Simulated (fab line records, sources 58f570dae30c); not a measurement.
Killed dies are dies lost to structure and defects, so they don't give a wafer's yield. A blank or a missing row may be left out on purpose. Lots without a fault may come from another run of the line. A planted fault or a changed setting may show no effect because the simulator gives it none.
Split-lot experiment | flow berkeley_cmos170 | 5 lots, 23 wafers read, on a route of 331 steps

THE SPLIT
At UCB170_M3_METAL_ETCH_18 (etches Al in Cl2/BCl3, stops on SiO2, target depth 1170 nm, time 195 s), the setting time_s was moved away from the recipe's 195 s on 7 of the 23 wafers read, by +4.2% to +7.8%. The other wafers ran this setting at the recipe's value.

The file shows no step between the split and the reading.

THE READING
oes_product_au, in a.u., at UCB170_M3_STRIP_19 (strips in O2). Fault-free wafers of this fab line usually give 0.548 a.u., standard deviation 0.019 a.u..

wafer  | tool, chamber at the split | time_s as run, s | against the recipe | oes_product_au, a.u. | against lot-mates on the recipe
L077.1 | rie_metal-01, 1            | 195              | recipe             | 0.536                | -
L077.2 | rie_metal-01, 0            | 210.2            | +7.8%              | 0.504                | -0.045
L077.3 | rie_metal-01, 0            | 210.2            | +7.8%              | 0.508                | -0.041
L077.4 | rie_metal-01, 1            | 195              | recipe             | 0.546                | -
L077.5 | rie_metal-01, 0            | 195              | recipe             | 0.564                | -
L076.1 | rie_metal-04, 0            | 195              | recipe             | 0.532                | -
L076.2 | rie_metal-04, 1            | 195              | recipe             | 0.548                | -
L076.3 | rie_metal-04, 1            | 195              | recipe             | 0.553                | -
L076.4 | rie_metal-04, 0            | 195              | recipe             | 0.529                | -
L076.5 | rie_metal-04, 0            | 195              | recipe             | 0.533                | -
L081.2 | rie_metal-04, 1            | 195              | recipe             | 0.534                | -
L081.4 | rie_metal-04, 1            | 195              | recipe             | 0.522                | -
L081.6 | rie_metal-04, 0            | 195              | recipe             | 0.511                | -
L085.2 | rie_metal-04, 0            | 209.2            | +7.3%              | 0.474                | -0.058
L085.3 | rie_metal-04, 1            | 195              | recipe             | 0.540                | -
L085.4 | rie_metal-04, 0            | 195              | recipe             | 0.524                | -
L085.5 | rie_metal-04, 0            | 209.2            | +7.3%              | 0.474                | -0.058
L085.6 | rie_metal-04, 1            | 209.2            | +7.3%              | 0.496                | -0.036
L084.1 | rie_metal-03, 0            | 195              | recipe             | 0.572                | -
L084.2 | rie_metal-03, 1            | 195              | recipe             | 0.557                | -
L084.4 | rie_metal-03, 0            | 203.1            | +4.2%              | 0.530                | -0.034
L084.5 | rie_metal-03, 1            | 195              | recipe             | 0.563                | -
L084.6 | rie_metal-03, 0            | 203.1            | +4.2%              | 0.531                | -0.033

THE FIT
A straight line over all 23 wafers: oes_product_au changes by -0.00631 a.u. for each +1% of time_s; r = -0.77; the points scatter about the line by 0.017 a.u..
The same after taking each lot's own level away (the mean of its wafers on the recipe; 23 wafers): -0.00645 a.u. for each +1%; r = -0.91; scatter 0.0096 a.u..
On that fit, the largest move of time_s shifts the reading by 0.05 a.u..
The lots' own levels span 0.5223 to 0.5640 a.u., that is 2.2 times the standard deviation above.
So the lot-to-lot level blurs the effect unless lot-mates are compared.
Check: with one of the wafers moved furthest among these (+7.8%) left out of the fit, the line predicts -0.0521 a.u. for it against its lot-mates. It came out at -0.0447 a.u. against them.

OTHER SPLITS ON THESE WAFERS
These wafers also went through other splits before the reading. Each is held against what the fit with the lots' levels taken away leaves over:
other split on the same wafers   | wafers away from the commonest value | r with oes_product_au (lot level and that fit taken away)
UCB170_M2_PEB_13 peb_temp_c      | 7                                    | -0.13
UCB170_V2_ETCH_14 over_etch_frac | 6                                    | -0.33

THE WHOLE CHAIN: every reading that the file lists as answering this split, in the file's order
step                    | what it does                                                           | reading                                                                   | change (the file's fit)                   | r (the file's)
UCB170_M3_METAL_ETCH_18 | etches Al in Cl2/BCl3, stops on SiO2, target depth 1170 nm, time 195 s | KrF_of_M3_COAT_10.thk_nm (the simulator's own value, which no gauge read) | -6.73 nm for each +1% of the setting      | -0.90
UCB170_M3_STRIP_19      | strips in O2                                                           | oes_product_au                                                            | -0.00641 a.u. for each +1% of the setting | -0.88

THE FILE'S OWN FIT
oes_product_au changes by -0.00641 a.u. for each +1% of time_s, r = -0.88.
